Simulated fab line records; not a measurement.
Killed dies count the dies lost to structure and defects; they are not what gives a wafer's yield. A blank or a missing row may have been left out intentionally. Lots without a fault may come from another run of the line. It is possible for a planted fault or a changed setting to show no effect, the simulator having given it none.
Which of the tools did it? | flow berkeley_cmos170 | Sampling: 14 lots, 42 wafers, 2 of 331 route steps

== WHAT THE GAUGES READ, wafer by wafer ==
UCB170_WELLDRIVE_THK_MEAS_02. Usual: WELLDRIVE_OXIDE_THK typically reads 201 nm, with standard deviation 3.8.
lot  | measured    | on            | WELLDRIVE_OXIDE_THK (nm) | flag
L320 | day 4 02:02 | film_metro-01 | 203 201 202              |
L321 | day 4 02:05 | film_metro-03 | 200 202 203              |
L324 | day 5 05:33 | film_metro-03 | 198 198 198              |
L325 | day 5 05:34 | film_metro-02 | 200 200 195              |
L326 | day 5 05:33 | film_metro-01 | 191 195 194              |
L327 | day 5 19:28 | film_metro-03 | 202 203 207              |
L328 | day 5 19:27 | film_metro-02 | 199 200 204              |
L329 | day 6 14:10 | film_metro-02 | 310 314 314              | OFF
L331 | day 6 14:28 | film_metro-02 | 199 205 204              |
L332 | day 6 14:28 | film_metro-03 | 198 195 196              |
L333 | day 7 09:55 | film_metro-02 | 202 203 202              |
L334 | day 7 09:53 | film_metro-03 | 205 203 203              |
L337 | day 7 23:29 | film_metro-02 | 296 299 302              | OFF
L340 | day 8 09:16 | film_metro-03 | 202 201 199              |

== WHAT TOOL EACH LOT RAN ON (gives the tool, then ch and the chambers of the sampled wafers, and finally the start) ==
lot  | UCB170_WELLDRIVE_OXIDATION_01
L320 | furnace-04 ch 0, day 3 22:32
L321 | furnace-04 ch 0, day 3 22:32
L324 | furnace-04 ch 0, day 5 02:02
L325 | furnace-04 ch 0, day 5 02:02
L326 | furnace-04 ch 0, day 5 02:02
L327 | furnace-02 ch 0, day 5 15:56
L328 | furnace-02 ch 0, day 5 15:56
L329 | furnace-02 ch 0, day 6 05:55
L331 | furnace-04 ch 0, day 6 10:58
L332 | furnace-04 ch 0, day 6 10:58
L333 | furnace-04 ch 0, day 7 06:23
L334 | furnace-04 ch 0, day 7 06:23
L337 | furnace-02 ch 0, day 7 15:08
L340 | furnace-02 ch 0, day 8 05:46
- UCB170_WELLDRIVE_OXIDATION_01: target thk 199 nm, ox time 9000 s.

== WHAT THE TOOLS THEMSELVES READ (means of the sampled wafers that have a number; where no wafer has one, the mark that the record gives instead) ==
UCB170_WELLDRIVE_OXIDATION_01. Usual: spike_tc_centre_C 1102.2 C, standard deviation 1.1; spike_tc_source_C 1124 C, standard deviation 4.5; zone_power_load_pct 45.6 %, standard deviation 2.7.
lot  | tool       | spike_tc_centre_C (C) | spike_tc_source_C (C) | zone_power_load_pct (%) | flag
L320 | furnace-04 | 1103.5                | 1127                  | 48.1                    |
L321 | furnace-04 | 1102.6                | 1128                  | 48.5                    |
L324 | furnace-04 | 1102.0                | 1128                  | 48.5                    |
L325 | furnace-04 | 1102.3                | 1128                  | 48.3                    |
L326 | furnace-04 | 1102.9                | 1128                  | 48.3                    |
L327 | furnace-02 | 1102.2                | 1119                  | 42.8                    |
L328 | furnace-02 | 1102.4                | 1120                  | 42.9                    |
L329 | furnace-02 | 1101.7                | 1120                  | 42.9                    |
L331 | furnace-04 | 1102.7                | 1129                  | 48.5                    |
L332 | furnace-04 | 1101.7                | 1128                  | 48.2                    |
L333 | furnace-04 | 1102.9                | 1127                  | 48.5                    |
L334 | furnace-04 | 1103.6                | 1128                  | 48.4                    |
L337 | furnace-02 | 1101.5                | 1120                  | 42.8                    |
L340 | furnace-02 | 1101.7                | 1119                  | 42.8                    |

== THE ANSWER, worked out from the rows above alone ==
Rule: lot off if the mean of its wafers having a number is beyond 3 standard deviations from the usual mean. Also off: a lot with no number at a reading for which 4 or more lots have one. Where the step has rows for the other lots, those lots are counted as sound. After the gauges, taken in route order, come the tools' own readings; for these a lot's mean is taken, as printed above. The first step at which some lot is off is used, and at that step the reading that is off furthest; a lot without a number counts as furthest.
Off: L329, L337, seen at UCB170_WELLDRIVE_THK_MEAS_02 (WELLDRIVE_OXIDE_THK).
A tool fits if, at a process step before that reading, it ran every lot that is off, and no sound lot after the first of them. Those tools and the gauges at UCB170_WELLDRIVE_THK_MEAS_02 are tried in the same way. Of those tried, none fits.

== WHAT WAS PUT IN BY THE SIMULATOR ==
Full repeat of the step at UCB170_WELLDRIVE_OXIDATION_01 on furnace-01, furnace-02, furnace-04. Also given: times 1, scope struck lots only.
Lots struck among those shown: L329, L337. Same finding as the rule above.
